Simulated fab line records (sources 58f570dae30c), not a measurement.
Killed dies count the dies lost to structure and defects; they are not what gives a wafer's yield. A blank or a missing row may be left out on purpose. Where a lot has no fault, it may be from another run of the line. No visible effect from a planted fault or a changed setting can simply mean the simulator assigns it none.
Which tool is to blame? || flow berkeley cmos170 || Sampling: 7 lots, 21 wafers, 4 of 331 route steps

== WHAT EACH GAUGE READ, for each wafer ==
UCB170_M3_OVL_MEAS_16.
{"lot": "L898", "measured": "day 9 11:55", "on": "overlay-01", "M3_OVL (nm)": "-8 -8 1"}
{"lot": "L903", "measured": "day 10 05:04", "on": "overlay-02", "M3_OVL (nm)": "0 -6 -2"}
{"lot": "L904", "measured": "day 10 22:40", "on": "overlay-01", "M3_OVL (nm)": "4 1 -3"}
{"lot": "L909", "measured": "day 11 20:08", "on": "overlay-02", "M3_OVL (nm)": "- - -"}
{"lot": "L915", "measured": "day 13 04:47", "on": "overlay-01", "M3_OVL (nm)": "3 -1 -10"}
{"lot": "L916", "measured": "day 13 05:57", "on": "overlay-02", "M3_OVL (nm)": "-3 3 1"}
{"lot": "L918", "measured": "day 13 06:42", "on": "overlay-02", "M3_OVL (nm)": "-1 -8 -11"}

== WHAT TOOL EACH LOT RAN ON (gives the tool, then ch and the chambers of the sampled wafers, and finally the start) ==
{"lot": "L898", "UCB170_V2_CMP_02": "cmp-01 ch 0,1,2, day 9 06:41", "UCB170_M3_SPUTTER_01": "pvd sputter-03, day 9 09:16", "UCB170_M3_PEB_13": "litho track-01 ch 0, day 9 11:32"}
{"lot": "L903", "UCB170_V2_CMP_02": "cmp-01 ch 0,2,3, day 10 00:40", "UCB170_M3_SPUTTER_01": "pvd sputter-04, day 10 02:58", "UCB170_M3_PEB_13": "litho track-04 ch 0, day 10 04:40"}
{"lot": "L904", "UCB170_V2_CMP_02": "cmp-02 ch 1,2, day 10 17:32", "UCB170_M3_SPUTTER_01": "pvd sputter-02, day 10 20:02", "UCB170_M3_PEB_13": "litho track-01 ch 0, day 10 22:19"}
{"lot": "L909", "UCB170_V2_CMP_02": "cmp-01 ch 1,2, day 11 15:32", "UCB170_M3_SPUTTER_01": "pvd sputter-03, day 11 17:51", "UCB170_M3_PEB_13": "litho track-01, day 11 19:44"}
{"lot": "L915", "UCB170_V2_CMP_02": "cmp-01 ch 0,1,2, day 12 22:52", "UCB170_M3_SPUTTER_01": "pvd sputter-04, day 13 01:39", "UCB170_M3_PEB_13": "litho track-04 ch 0, day 13 04:26"}
{"lot": "L916", "UCB170_V2_CMP_02": "cmp-01 ch 0,1,2, day 12 23:20", "UCB170_M3_SPUTTER_01": "pvd sputter-02, day 13 02:22", "UCB170_M3_PEB_13": "litho track-04 ch 0, day 13 05:33"}
{"lot": "L918", "UCB170_V2_CMP_02": "cmp-01 ch 0,2,3, day 13 01:24", "UCB170_M3_SPUTTER_01": "pvd sputter-03, day 13 03:56", "UCB170_M3_PEB_13": "litho track-04 ch 0, day 13 06:16"}
- UCB170_V2_CMP_02: polishes SiO2.
- UCB170_M3_SPUTTER_01: material Al, target thk 900 nm, time 115.2 s.
- UCB170_M3_PEB_13

== THE ANSWER, worked out from the rows above alone ==
Rule: the lots themselves supply what counts as usual. The widest of any qualifying gaps counts: lots, ordered by their means at a reading, are off when they make up no more than a third of the lots, leave a main group of 4 or more, and stand apart from it by 3 or more times the standard deviation of that group's means. A main group whose means are all the same, to the digits that the tables above print for the reading, isn't used. A lot without any number at a reading at which 4 lots or more have one is off too. All remaining lots with rows at the step are treated as sound.
Off: L909, at UCB170_M3_OVL_MEAS_16 (M3_OVL). Without a number there: L909. Main group: mean -3 nm, sd 2.6.
If a tool, at a process step before that reading, ran all the lots that are off and no sound lot after the first of them, it fits. Those tools and the gauges at UCB170_M3_OVL_MEAS_16 are tried in the same way. One fits: UCB170_M3_PEB_13 on litho track-01. Its last sound lot is L904 (day 10 22:19), its first lot that is off L909 (day 11 19:44): a fault that began between those two fits.

== WHAT THE SIMULATOR PUT IN ==
At UCB170_M3_PEB_13, the step was skipped entirely on litho track-01 from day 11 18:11 on. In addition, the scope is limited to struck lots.
Lots struck among those shown: L909. The rule above reached the same finding.
